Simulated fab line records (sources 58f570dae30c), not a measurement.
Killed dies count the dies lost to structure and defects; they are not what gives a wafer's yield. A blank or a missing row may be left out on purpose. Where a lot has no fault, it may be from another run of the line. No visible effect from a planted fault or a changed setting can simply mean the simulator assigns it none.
Which tool is to blame? ; flow berkeleyCmos170 ; 14 lots, 42 wafers sampled, at 4 steps of a route of 331

## WHAT THE GAUGES SHOWED, per wafer
UCB170_M2_OVL_MEAS_16. Usual: for M2_OVL the level is 0 nm and the standard deviation is 6.4.
lot;measured;on;M2_OVL (nm);flag
L169;day 7 06:12;overlay-01;-4 -5 -9;
L171;day 7 17:17;overlay-02;-3 0 -4;
L170;day 7 17:25;overlay-01;4 7 5;
L172;day 8 03:33;overlay-02;4 2 7;
L173;day 8 03:16;overlay-01;1 -1 3;
L174;day 8 03:04;overlay-02;-11 -6 -11;
L175;day 8 17:36;overlay-01;-8 -3 -7;
L176;day 8 17:13;overlay-02;7 13 12;
L184;day 10 07:04;overlay-02;9 6 4;
L185;day 11 05:17;overlay-02;5 6 9;
L186;day 11 04:35;overlay-01;10 8 14;
L188;day 11 06:29;overlay-02;-4 -1 1;
L189;day 11 18:06;overlay-02;-4 6 0;
L192;day 11 17:59;overlay-01;-10 -4 -14;

UCB170_M3_CD_MEAS_15: the cd target is 700 nm. Usual: cdNm 700.2 nm, standard deviation 1.4.
lot;measured;on;cdNm (nm);flag
L169;day 7 13:10;cdSem-01;701.0 700.1 700.4;
L171;day 7 22:38;cdSem-01;697.9 698.4 699.9;
L170;day 7 23:40;cdSem-02;702.6 702.2 701.7;
L172;day 8 10:01;cdSem-02;701.4 702.4 701.5;
L173;day 8 09:24;cdSem-01;698.6 698.1 698.3;
L174;day 8 09:13;cdSem-02;701.0 701.3 702.8;
L175;day 8 22:57;cdSem-02;700.5 697.1 698.6;
L176;day 8 22:16;cdSem-01;699.4 700.8 699.5;
L184;day 10 12:52;cdSem-01;701.2 700.3 700.3;
L185;day 11 10:41;cdSem-01;699.0 698.6 700.9;
L186;day 11 09:41;cdSem-01;700.8 701.0 701.3;
L188;day 11 11:28;cdSem-01;700.5 700.0 699.8;
L189;day 11 23:49;cdSem-02;699.1 700.7 698.9;
L192;day 11 23:28;cdSem-02;698.1 696.5 696.8;

## TOOL THAT RAN EACH LOT (tool first, then ch and the chambers of the sampled wafers, then the start)
lot;UCB170_ACTIVE_PEB_11;UCB170_NSD_STRIP_09
L169;lithoTrack-01 ch 0, day 3 19:56;plasmaAsher-04 ch 0, day 6 10:01
L171;lithoTrack-03 ch 0, day 4 07:29;plasmaAsher-04 ch 0,1, day 7 00:42
L170;lithoTrack-01 ch 0, day 4 07:37;plasmaAsher-01 ch 0,1, day 7 00:29
L172;lithoTrack-01 ch 0, day 4 15:07;plasmaAsher-02 ch 0,1, day 7 08:31
L173;lithoTrack-01 ch 0, day 4 23:25;plasmaAsher-04 ch 0,1, day 7 09:05
L174;lithoTrack-01 ch 0, day 4 23:42;plasmaAsher-01 ch 0,1, day 7 08:12
L175;lithoTrack-04 ch 0, day 5 07:38;plasmaAsher-02 ch 0,1, day 7 22:36
L176;lithoTrack-04 ch 0, day 5 08:02;plasmaAsher-04 ch 0,1, day 7 23:01
L184;lithoTrack-04 ch 0, day 7 08:29;plasmaAsher-01 ch 0,1, day 9 12:27
L185;lithoTrack-04 ch 0, day 7 20:39;plasmaAsher-04 ch 0,1, day 10 02:57
L186;lithoTrack-04 ch 0, day 7 20:51;plasmaAsher-04 ch 0,1, day 10 03:41
L188;lithoTrack-01 ch 0, day 8 03:38;plasmaAsher-02 ch 0,1, day 10 07:46
L189;lithoTrack-01 ch 0, day 8 11:43;plasmaAsher-04 ch 0,1, day 10 18:49
L192;lithoTrack-04 ch 0, day 8 11:45;plasmaAsher-01 ch 0,1, day 10 19:06
- UCB170_ACTIVE_PEB_11
- UCB170_NSD_STRIP_09: strips in O2.

## AS READ BY THE TOOLS THEMSELVES (means over the sampled wafers that have a number; for cases with no such wafer, the mark the record gives instead)
UCB170_ACTIVE_PEB_11. Usual: heaterPowerTotalW 56.80 W, standard deviation 0.046.
lot;tool;heaterPowerTotalW (W);flag
L169;lithoTrack-01;56.76;
L171;lithoTrack-03;56.82;
L170;lithoTrack-01;56.79;
L172;lithoTrack-01;56.85;
L173;lithoTrack-01;57.65;OFF
L174;lithoTrack-01;57.63;OFF
L175;lithoTrack-04;56.76;
L176;lithoTrack-04;56.81;
L184;lithoTrack-04;56.84;
L185;lithoTrack-04;56.79;
L186;lithoTrack-04;56.74;
L188;lithoTrack-01;56.79;
L189;lithoTrack-01;56.76;
L192;lithoTrack-04;56.74;

UCB170_NSD_STRIP_09. Usual: drypumpMotorCurrentA 5.6 A, standard deviation 0.32; oesProductAu 0.536 a.u., standard deviation 0.0044; stripTimeToEndpointS 36.20 s, standard deviation 0.069.
lot;tool;drypumpMotorCurrentA (A);oesProductAu (a.u.);stripTimeToEndpointS (s);flag
L169;plasmaAsher-04;5.8;0.535;36.17;
L171;plasmaAsher-04;6.0;0.538;36.24;
L170;plasmaAsher-01;5.2;0.531;36.13;
L172;plasmaAsher-02;5.6;0.534;36.19;
L173;plasmaAsher-04;6.0;0.533;36.11;
L174;plasmaAsher-01;5.3;0.538;36.25;
L175;plasmaAsher-02;5.5;0.534;36.18;
L176;plasmaAsher-04;6.0;0.537;36.20;
L184;plasmaAsher-01;5.2;0.536;36.29;
L185;plasmaAsher-04;6.0;0.539;36.17;
L186;plasmaAsher-04;6.0;0.533;36.25;
L188;plasmaAsher-02;5.5;0.539;36.24;
L189;plasmaAsher-04;5.9;0.534;36.21;
L192;plasmaAsher-01;5.2;0.537;36.07;

## THE ANSWER, worked out from the rows above alone
Rule: lot off if the mean of its wafers having a number is beyond 3 standard deviations from the usual mean. A lot without any number at a reading at which 4 lots or more have one is off too. Where the step has rows for the other lots, those lots are counted as sound. Order of review: gauges by route order, followed by the tools' own readings, for which a lot's mean as printed above is used. At the first step where some lot is off, the reading lying furthest off is the one used; lots without a number count as furthest.
Off: L173, L174 (UCB170_ACTIVE_PEB_11, heaterPowerTotalW).
A tool fits if, at that step or a process step before it, it ran every lot that is off, and no sound lot after the first of them. No candidate that was tried fits.

## WHAT HAD BEEN PUT IN BY THE SIMULATOR
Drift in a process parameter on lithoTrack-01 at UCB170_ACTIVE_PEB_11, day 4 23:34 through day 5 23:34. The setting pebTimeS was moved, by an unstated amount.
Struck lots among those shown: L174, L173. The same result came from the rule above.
